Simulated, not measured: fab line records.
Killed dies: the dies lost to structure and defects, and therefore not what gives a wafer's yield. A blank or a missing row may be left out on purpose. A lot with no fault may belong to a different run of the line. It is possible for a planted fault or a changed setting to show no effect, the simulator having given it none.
fab line records	flow rit-cmos
[record] lots = 5	wafers = 15	last-day = 7
route steps=202 shown CONTACT@176 M1@184
lots untouched by any fault: they come from a run of this same line in which no faults occurred
start-h: start of the lot's first displayed wafer, in hours after the record's first day	wait-h: hours elapsed since this lot's preceding step	" repeats the value in the row above	L1.1+2: one row covering several wafers at once	- no value present, or no start provided	* or withheld: withheld	< > ~ a bound
route shown NAME@n: names a module that has steps shown in the file, with the first one's number in the route	usual: mean/standard deviation of fault-free wafers	same: alike in all rows	chamber/n: place in a boat	sites: each site's reading	_std_site: the values' standard deviation	_edge_site: the outer-site mean with the inner-site mean subtracted	radius-mm: for every site, how far away it sits from the centre of the wafer	mask NAME#n: copy n	behind: the last tool/chamber to shape the wafer	hold: cause of the lot's hold/its duration in hours/its outcome	device: names the non-switching transistor (n, p or np)	end of line: tests run on the same wafers once the route is complete	a step without rows: its recipe alone	killed: dies that structure and defects cost at the first sort, which is not the same as the wafer's yield	map: a wafer's dies, marking killed ones x, the rest . and places with no die _
set.NAME: the run value of the setting; set.NAME@STEP: its run value at that earlier step	model.NAME: the simulator's own value behind a step, which no gauge read
lots at some steps of the route; a table a step, a row a wafer
services: when a tool's chamber went out of use (start-h, in hours from the record's first day, below 0 if earlier), for how many hours, and the reason
[[steps]]
[step RIT_CONTACT_CD_MEAS_08]
[recipe] target-cd-nm = 1000
[usual] cd-nm = 999.7/1.8
lot.wafer	tool	chamber	start-h	wait-h	cd-nm
L699.1	cd-sem-02	-	56.43	-	998.7
L699.2	"	-	"	"	998.8
L699.4	"	-	"	"	998.7
L703.4	cd-sem-02	-	81.07	-	1003.3
L703.5	"	-	"	"	1003.0
L703.6	"	-	"	"	1003.1
L710.1	cd-sem-01	-	117.39	-	999.4
L710.2	"	-	"	"	999.1
L710.4	"	-	"	"	1000.0
L715.1	cd-sem-01	-	137.08	-	1000.9
L715.4	"	-	"	"	999.3
L715.5	"	-	"	"	1000.4
L716.1	cd-sem-01	-	142.82	-	998.4
L716.2	"	-	"	"	996.1
L716.4	"	-	"	"	997.4
[step RIT_CONTACT_OVL_MEAS_09]
[usual] CONTACT_OVL = -0.4/1.7
lot.wafer	tool	chamber	start-h	wait-h	CONTACT_OVL[nm]
L699.1	overlay-01	-	56.55	0.1	-1.2
L699.2	"	-	"	"	-1.6
L699.4	"	-	"	"	-1.3
L703.4	overlay-02	-	81.15	0.1	-0.5
L703.5	"	-	"	"	-2.1
L703.6	"	-	"	"	-4.3
L710.1	overlay-02	-	117.51	0.1	0.5
L710.2	"	-	"	"	0.2
L710.4	"	-	"	"	-0.1
L715.1	overlay-01	-	137.20	0.1	-0.1
L715.4	"	-	"	"	-1.2
L715.5	"	-	"	"	-1.2
L716.1	overlay-01	-	142.94	0.1	-1.2
L716.2	"	-	"	"	-0.6
L716.4	"	-	"	"	0.6
[step RIT_CONTACT_HARDBAKE_10]
[recipe] resist = NOVOLAK	temp-c = 140	time-s = 60
[step RIT_CONTACT_ETCH_11]
[recipe] target-depth-a = 4800	over-etch-frac = 0.2	stop-on = TiSi2	chemistry = CHF3/CF4/Ar	target = SiO2	CHF3_flow_sccm = 50	cf4-flow-sccm = 10	Ar_flow_sccm = 100	O2_flow_sccm = 5	pressure-mtorr = 100	rf-w = 200	time-s = 320
[usual] O2_flow_sccm = 4.999/0.014	drypump-motor-current-A = 5.9/0.39	oes-product-au = 0.990/0.0096	throttle-valve-pct = 8.89/0.14
[same] over-etch-frac = 0.2	time-s = 320
lot.wafer	tool	chamber	start-h	wait-h	O2_flow_sccm	drypump-motor-current-A	oes-product-au	rf-hours-counter-h	throttle-valve-pct
L699.1	rie-diel-02	0	56.74	0.1	5.005	5.8	0.996	135	8.83
L699.2	"	2	"	"	5.010	6.0	0.986	0	9.12
L699.4	"	3	"	"	5.012	6.6	1.007	10	8.77
L703.4	rie-diel-03	0	81.31	0.1	4.969	6.1	0.973	7	9.01
L703.5	"	1	"	"	5.002	6.0	0.975	-	9.04
L703.6	"	2	"	"	4.978	5.1	0.991	-	8.87
L710.1	rie-diel-02	3	117.77	0.1	5.012	6.5	1.018	11	8.76
L710.2	"	1	"	"	5.016	5.8	0.984	147	8.89
L710.4	"	2	"	"	4.987	6.0	0.990	1	9.12
L715.1	rie-diel-03	1	137.38	0.1	5.016	6.0	0.991	130	9.04
L715.4	"	0	"	"	5.016	6.2	0.970	9	9.01
L715.5	"	3	"	"	4.988	6.0	0.999	-	8.57
L716.1	rie-diel-04	0	143.15	0.1	4.999	5.5	0.975	61	8.76
L716.2	"	1	"	"	4.985	5.9	0.995	89	8.93
L716.4	"	1	"	"	4.998	5.9	0.994	-	8.94
[step RIT_CONTACT_STRIP_12]
[recipe] chemistry = O2	time-s = 180	resist = NOVOLAK	platen-temp-c = withheld	power-w = 500	pressure-mtorr = 4000	o2-flow-sccm = 4000
[usual] drypump-motor-current-A = 5.71/0.19
[same] time-s = 180
lot.wafer	tool	chamber	start-h	wait-h	drypump-motor-current-A	rf-hours-counter-h
L699.1	plasma-asher-01	0	56.93	0.1	5.55	41
L699.2	"	1	"	"	6.06	41
L699.4	"	0	"	"	5.56	-
L703.4	plasma-asher-03	0	81.57	0.2	5.53	-
L703.5	"	1	"	"	5.66	-
L703.6	"	0	"	"	5.54	-
L710.1	plasma-asher-03	1	117.97	0.1	5.63	0
L710.2	"	0	"	"	5.55	0
L710.4	"	0	"	"	5.56	-
L715.1	plasma-asher-03	1	137.58	0.1	5.67	2
L715.4	"	1	"	"	5.67	-
L715.5	"	1	"	"	5.66	-
L716.1	plasma-asher-03	0	143.34	0.1	5.55	3
L716.2	"	1	"	"	5.65	3
L716.4	"	0	"	"	5.55	-
[step RIT_CONTACT_CD_MEAS_90]
[recipe] target-cd-nm = 1000
[usual] cd-nm = 999.8/1.9
lot.wafer	tool	chamber	start-h	wait-h	cd-nm
L699.1	cd-sem-01	-	57.11	0.1	998.6
L699.2	"	-	"	"	998.4
L699.4	"	-	"	"	998.6
L703.4	cd-sem-01	-	81.74	0.1	1003.5
L703.5	"	-	"	"	1003.1
L703.6	"	-	"	"	1003.6
L710.1	cd-sem-02	-	118.14	0.1	999.0
L710.2	"	-	"	"	999.3
L710.4	"	-	"	"	1000.2
L715.1	cd-sem-02	-	137.75	0.1	1001.0
L715.4	"	-	"	"	999.0
L715.5	"	-	"	"	1000.9
L716.1	cd-sem-01	-	143.52	0.1	997.7
L716.2	"	-	"	"	996.0
L716.4	"	-	"	"	997.3
[step RIT_CONTACT_CLEAN_13]
[recipe] chemistry = SC1	mix = 3:3:50	time-s = 600	temp-c = 75
[step RIT_CONTACT_CLEAN_14]
[recipe] chemistry = SC2	mix = 3:3:50	time-s = 600	temp-c = 75	dry = n2-spin
[step RIT_M1_SPUTTER_00]
[recipe] material = Al	target-thk-nm = 400	power-w = 2000	chamber-pressure-pa = 0.4	gas = Ar	time-s = 500	substrate-temp-c = 25
[usual] throttle-valve-pct = 29.7/1.1
[same] time-s = 500
lot.wafer	tool	chamber	start-h	wait-h	throttle-valve-pct
L699.1	pvd-sputter-01	-	57.59	0.0	29.0
L699.2	"	-	"	"	31.1
L699.4	"	-	"	"	28.6
L703.4	pvd-sputter-03	-	82.30	0.1	28.6
L703.5	"	-	"	"	29.4
L703.6	"	-	"	"	29.0
L710.1	pvd-sputter-03	-	118.61	0.0	28.2
L710.2	"	-	"	"	30.7
L710.4	"	-	"	"	29.2
L715.1	pvd-sputter-01	-	138.22	0.0	28.7
L715.4	"	-	"	"	31.7
L715.5	"	-	"	"	30.7
L716.1	pvd-sputter-03	-	143.99	0.0	30.7
L716.2	"	-	"	"	28.9
L716.4	"	-	"	"	29.0
[step RIT_M1_RS_MEAS_01]
[recipe] thk-meas-gauge = four-point-probe	reads = Al_of_M1_SPUTTER_00
[usual] M1_AL_RS = 0.0735/0.00076
lot.wafer	tool	chamber	start-h	wait-h	M1_AL_RS[ohm/sq]
L699.1	film-metro-03	-	57.89	0.1	0.0732
L699.2	"	-	"	"	0.0732
L699.4	"	-	"	"	0.0726
L703.4	film-metro-04	-	82.51	0.1	0.0740
L703.5	"	-	"	"	0.0733
L703.6	"	-	"	"	0.0732
L710.1	film-metro-03	-	118.91	0.1	0.0732
L710.2	"	-	"	"	0.0726
L710.4	"	-	"	"	0.0721
L715.1	film-metro-02	-	138.52	0.1	0.0736
L715.4	"	-	"	"	0.0736
L715.5	"	-	"	"	0.0729
L716.1	film-metro-02	-	144.28	0.1	0.0742
L716.2	"	-	"	"	0.0737
L716.4	"	-	"	"	0.0728
[step RIT_M1_THK_MEAS_02]
[recipe] thk-meas-gauge = xrf	reads = Al_of_M1_SPUTTER_00
[usual] M1_AL_THK = 408/5.2
lot.wafer	tool	chamber	start-h	wait-h	M1_AL_THK[nm]
L699.1	film-metro-03	-	58.01	0.1	412
L699.2	"	-	"	"	412
L699.4	"	-	"	"	415
L703.4	film-metro-04	-	82.60	0.1	405
L703.5	"	-	"	"	404
L703.6	"	-	"	"	406
L710.1	film-metro-03	-	119.03	0.1	411
L710.2	"	-	"	"	414
L710.4	"	-	"	"	416
L715.1	film-metro-02	-	138.64	0.1	403
L715.4	"	-	"	"	404
L715.5	"	-	"	"	407
L716.1	film-metro-02	-	144.40	0.1	399
L716.2	"	-	"	"	402
L716.4	"	-	"	"	407
[step RIT_M1_HMDS_03]
[recipe] prime-time-s = 60	prime-temp-c = 140
[step RIT_M1_COAT_04]
[recipe] resist = NOVOLAK	spin-rpm = 2000	resist-thk-nm = 1300
lot.wafer	tool	chamber	start-h	wait-h	model.NOVOLAK_of_M1_COAT_04.thk-nm
L699.1	litho-track-03	0	58.22	0.1	1293
L699.2	"	0	"	"	1300
L699.4	"	0	"	"	1297
L703.4	litho-track-01	0	82.85	0.1	1299
L703.5+6	"	0	"	"	1301
L710.1	litho-track-01	0	119.24	0.1	1370
L710.2	"	0	"	"	1366
L710.4	"	0	"	"	1369
L715.1	litho-track-03	0	138.85	0.1	1296
L715.4	"	0	"	"	1294
L715.5	"	0	"	"	1291
L716.1	litho-track-04	0	144.61	0.1	1299
L716.2	"	0	"	"	1300
L716.4	"	0	"	"	1296
[step RIT_M1_SOFTBAKE_05]
[recipe] resist = NOVOLAK	temp-c = 90	time-s = 60
[step RIT_M1_EXPOSE_06]
[recipe] mask-id = M12	na = 0.6	source-shape = conventional	sigma-outer = 0.5	target-cd-nm = 2600	dose-mj = 250
[step RIT_M1_PEB_07]
[recipe] resist = NOVOLAK	temp-c = withheld	time-s = withheld
[step RIT_M1_DEVELOP_08]
[recipe] resist = NOVOLAK	develop-time-s = 68	dev-temp-c = 23.78
[step RIT_M1_CD_MEAS_09]
[recipe] target-cd-nm = 2600
[usual] cd-nm = 2599.3/2.4
lot.wafer	tool	chamber	start-h	wait-h	cd-nm
L699.1	cd-sem-02	-	58.95	-	2599.2
L699.2	"	-	"	"	2598.3
L699.4	"	-	"	"	2602.8
L703.4	cd-sem-02	-	83.57	-	2599.5
L703.5	"	-	"	"	2600.4
L703.6	"	-	"	"	2600.3
L710.1	cd-sem-01	-	120.09	-	2606.3
L710.2	"	-	"	"	2609.2
L710.4	"	-	"	"	2608.8
L715.1	cd-sem-01	-	139.58	-	2595.0
L715.4	"	-	"	"	2595.1
L715.5	"	-	"	"	2595.1
L716.1	cd-sem-02	-	145.47	-	2599.9
L716.2	"	-	"	"	2599.7
L716.4	"	-	"	"	2601.0
[step RIT_M1_OVL_MEAS_10]
[usual] M1_OVL = -0.2/1.4
lot.wafer	tool	chamber	start-h	wait-h	M1_OVL[nm]
L699.1	overlay-02	-	59.07	0.1	-0.2
L699.2	"	-	"	"	0.9
L699.4	"	-	"	"	2.1
L703.4	overlay-01	-	83.64	0.1	-1.0
L703.5	"	-	"	"	-1.3
L703.6	"	-	"	"	0.3
L710.1	overlay-01	-	120.21	0.1	-1.0
L710.2	"	-	"	"	0.3
L710.4	"	-	"	"	-2.4
L715.1	overlay-01	-	139.70	0.1	0.8
L715.4	"	-	"	"	2.6
L715.5	"	-	"	"	0.9
L716.1	overlay-01	-	145.59	0.1	-2.7
L716.2	"	-	"	"	-0.7
L716.4	"	-	"	"	-1.2
[step RIT_M1_HARDBAKE_11]
[recipe] resist = NOVOLAK	temp-c = 140	time-s = 120
[step RIT_M1_METAL_ETCH_12]
[recipe] stop-on = SiO2	chemistry = Cl2/BCl3	target = Al	time-s = 165	over-etch-frac = 0.5	pressure-mtorr = 100	target-depth-a = 6000	rf-w = 242.2	Cl2_flow_sccm = 60	bcl3-flow-sccm = 50
[usual] drypump-motor-current-A = 5.85/0.27	oes-product-au = 0.777/0.013	throttle-valve-pct = 8.23/0.12
[same] over-etch-frac = 0.5	time-s = 165
lot.wafer	tool	chamber	start-h	wait-h	drypump-motor-current-A	oes-product-au	rf-hours-counter-h	throttle-valve-pct	model.NOVOLAK_of_M1_COAT_04.thk-nm
L699.1	rie-metal-02	0	59.36	0.2	5.68	0.795	2.3	8.03	809.8
L699.2	"	1	"	"	6.26	0.771	2.3	8.40	820.9
L699.4	"	0	"	"	5.64	0.795	-	8.02	813.5
L703.4	rie-metal-01	0	83.97	0.1	6.18	0.795	-	8.28	815.7
L703.5	"	1	"	"	5.60	0.760	-	8.26	812.6
L703.6	"	0	"	"	6.20	0.797	-	8.27	816.7
L710.1	rie-metal-04	1	120.50	0.2	5.69	0.772	4.7	8.12	888.3
L710.2	"	1	"	"	5.74	0.782	-	8.11	885.3
L710.4	"	1	"	"	5.68	0.779	-	8.12	886.2
L715.1	rie-metal-01	1	139.98	0.2	5.58	0.769	1.6	8.24	812.7
L715.4	"	1	"	"	5.61	0.765	-	8.23	809.4
L715.5	"	0	"	"	6.22	0.801	-	8.27	811.2
L716.1	rie-metal-04	0	145.88	0.2	5.71	0.754	4.9	8.31	821.1
L716.2	"	1	"	"	5.68	0.783	5.2	8.12	829.5
L716.4	"	0	"	"	5.75	0.772	-	8.33	822.1
[step RIT_M1_STRIP_13]
[recipe] chemistry = nmp	resist = NOVOLAK	temp-c = 80	time-s = 600	dry = n2-spin
[step RIT_M1_PROBE_99]
[usual] defect-limited-yield = 97.6/1.2	killed-at-contacts = 0.1/0.23	killed-at-front-end = 6/3.1	killed-dies = 6/3.1	killed-open = 3.2/1.9	killed-short = 3.2/2.1	sort_bin_3_pad_short = 0.1/0.22	sort_bin_5_function = 1.5/0.86	sort_bin_6_memory = 0.9/0.61	sort-n-pass = 258/3.1	sort-yield-pct = 97.6/1.2
[same] gross-dies = 264	killed_at_M0_to_M3 = 0	killed_at_M4_up = 0	killed-at-back-side = 0	killed-at-other = 0
lot.wafer	tool	chamber	start-h	wait-h	defect-limited-yield[%]	killed-at-contacts	killed-at-front-end	killed-dies	killed-open	killed-short	sort_bin_3_pad_short[%]	sort_bin_5_function[%]	sort_bin_6_memory[%]	sort-n-pass	sort-yield-pct[%]
L699.1	prober-02	-	61.61	0.1	97.0	0	8	8	4	4	0	1.9	1.1	256	97.0
L699.2	prober-02	-	61.66	0.1	97.0	0	8	8	3	5	0	1.1	1.9	256	97.0
L699.4	prober-02	-	61.76	0.2	98.9	0	3	3	1	2	0	0.4	0.8	261	98.9
L703.4	prober-02	-	86.32	0.2	97.3	0	7	7	4	3	0	1.1	1.5	257	97.3
L703.5	prober-02	-	86.37	0.2	96.2	0	10	10	5	5	0	2.3	1.5	254	96.2
L703.6	prober-02	-	86.42	0.2	97.7	0	6	6	2	4	0.4	1.1	0.8	258	97.7
L710.1	prober-01	-	122.93	0.1	97.3	0	7	7	2	5	0	1.5	1.1	257	97.3
L710.2	prober-01	-	122.98	0.1	95.8	0	11	11	4	7	0	2.3	1.9	253	95.8
L710.4	prober-01	-	123.08	0.2	96.6	0	9	9	1	7	0.4	1.5	1.5	255	96.6
L716.1	prober-01	-	159.04	0.4	98.1	1	4	5	4	1	0	1.9	0	259	98.1
L716.2	prober-01	-	159.09	0.4	98.5	0	4	4	2	2	0	1.5	0	260	98.5
L716.4	prober-01	-	159.19	0.5	98.1	0	5	5	3	2	0	0.4	1.5	259	98.1
L715.1	prober-01	-	159.34	0.6	97.3	0	7	7	4	3	0	2.3	0.4	257	97.3
L715.4	prober-01	-	159.49	0.7	98.5	0	4	4	2	2	0.4	0.8	0.4	260	98.5
L715.5	prober-01	-	159.54	0.7	97.0	0	8	8	5	3	0	0.8	2.3	256	97.0
// killed by level:class
L699.1 GATE:geometric-particle:open=2 GATE:geometric-particle:short=2 REOX:geometric-particle:short=1 SPACER:geometric-particle:open=1 SILICIDE:geometric-particle:open=1 SILICIDE:geometric-particle:short=1
L699.2 GATE:geometric-particle:short=2 GATE:geometric-particle:open=2 REOX:geometric-particle:short=2 REOX:geometric-particle:open=1 SPACER:geometric-particle:short=1
L699.4 ACTIVE:geometric-particle:short=1 GATE:geometric-particle:short=1 REOX:geometric-particle:open=1
L703.4 GATE:geometric-particle:short=3 GATE:geometric-particle:open=2 SPACER:geometric-particle:open=2
L703.5 FOX1:geometric-particle:short=3 REOX:geometric-particle:open=2 FOX1:geometric-particle:open=1 FOX2:geometric-particle:short=1 GATE:geometric-particle:short=1 GATE:geometric-particle:open=1 SPACER:geometric-particle:open=1
L703.6 GATE:geometric-particle:short=2 GATE:geometric-particle:open=1 REOX:geometric-particle:short=1 REOX:geometric-particle:open=1 SPACER:geometric-particle:short=1
L710.1 SILICIDE:geometric-particle:short=3 REOX:geometric-particle:open=1 REOX:geometric-particle:short=1 SPACER:geometric-particle:short=1 SILICIDE:geometric-particle:open=1
L710.2 GATE:geometric-particle:short=4 FOX1:geometric-particle:short=2 GATE:geometric-particle:open=2 FOX1:geometric-particle:open=1 FOX2:geometric-particle:short=1 SILICIDE:geometric-particle:open=1
L710.4 REOX:geometric-particle:short=3 GATE:geometric-particle:short=2 SPACER:geometric-particle:short=2 GATE:geometric-particle:open=1 PLDD:coat-microbubble-printed=1
L716.1 SPACER:geometric-particle:open=2 FOX2:geometric-particle:open=1 SILICIDE:geometric-particle:short=1 CONTACT:geometric-particle:open=1
L716.2 SPACER:geometric-particle:short=2 FOX2:geometric-particle:open=1 GATE:geometric-particle:open=1
L716.4 SILICIDE:geometric-particle:open=2 GATE:geometric-particle:short=1 GATE:geometric-particle:open=1 REOX:geometric-particle:short=1
L715.1 GATE:geometric-particle:short=3 GATE:geometric-particle:open=2 SPACER:geometric-particle:open=1 SILICIDE:geometric-particle:open=1
L715.4 GATE:geometric-particle:short=2 GATE:geometric-particle:open=1 SILICIDE:geometric-particle:open=1
L715.5 SPACER:geometric-particle:open=3 SILICIDE:geometric-particle:short=2 GATE:geometric-particle:short=1 GATE:geometric-particle:open=1 REOX:geometric-particle:open=1
[[services]]
tool	chamber	start-h	hours	kind
rie-diel-02	0	33.88	14.1	repair
plasma-asher-03	-	44.25	10.6	repair
rie-diel-03	1	65.39	15.9	repair
rie-metal-04	-	65.62	0.3	repair
rie-diel-04	1	68.21	5.2	repair
rie-metal-02	0	71.83	2.3	repair
rie-diel-03	1	90.83	2.7	repair
rie-diel-02	-	107.92	1.0	repair
plasma-asher-03	-	108.75	9.0	pm
plasma-asher-03	0	108.75	9.0	vent-cycle
plasma-asher-03	1	108.75	9.0	vent-cycle
rie-metal-04	0	117.35	10.5	repair
plasma-asher-03	0	117.75	-	clean
plasma-asher-03	1	117.75	-	clean
rie-diel-04	3	126.21	-	clean
rie-diel-04	3	126.21	27.3	scheduled-down
rie-diel-04	3	126.21	27.3	vent-cycle
rie-diel-03	-	130.78	2.8	pm
rie-metal-04	0	131.99	1.2	repair
[[key]]
[first-sign] step = RIT_M1_CD_MEAS_09	reading = cd-nm	direction = up	sigmas = 3.7	usual = 2599.3	struck = 2608.1
effect none on later readings
[model-effect] step = RIT_M1_COAT_04	value = NOVOLAK_of_M1_COAT_04.thk-nm	without = 1307	struck = 1369
[model-effect] step = RIT_M1_METAL_ETCH_12	value = NOVOLAK_of_M1_COAT_04.thk-nm	without = 833.8	struck = 886.6
met-at RIT_M1_COAT_04
struck-wafers L710.1,L710.2,L710.4
onset-between 82.85 119.24
also-fits RIT_CONTACT_ETCH_11:rie-diel-02
[fault] kind = process-parameter-drift	tool = litho-track-01	chamber = -	onset-h = 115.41	steps = RIT_M1_COAT_04	channel = resist-thk-nm	offset = 60.927	shape = step	end-h = 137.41	acts-in = these-recipes-only	stated = 1300
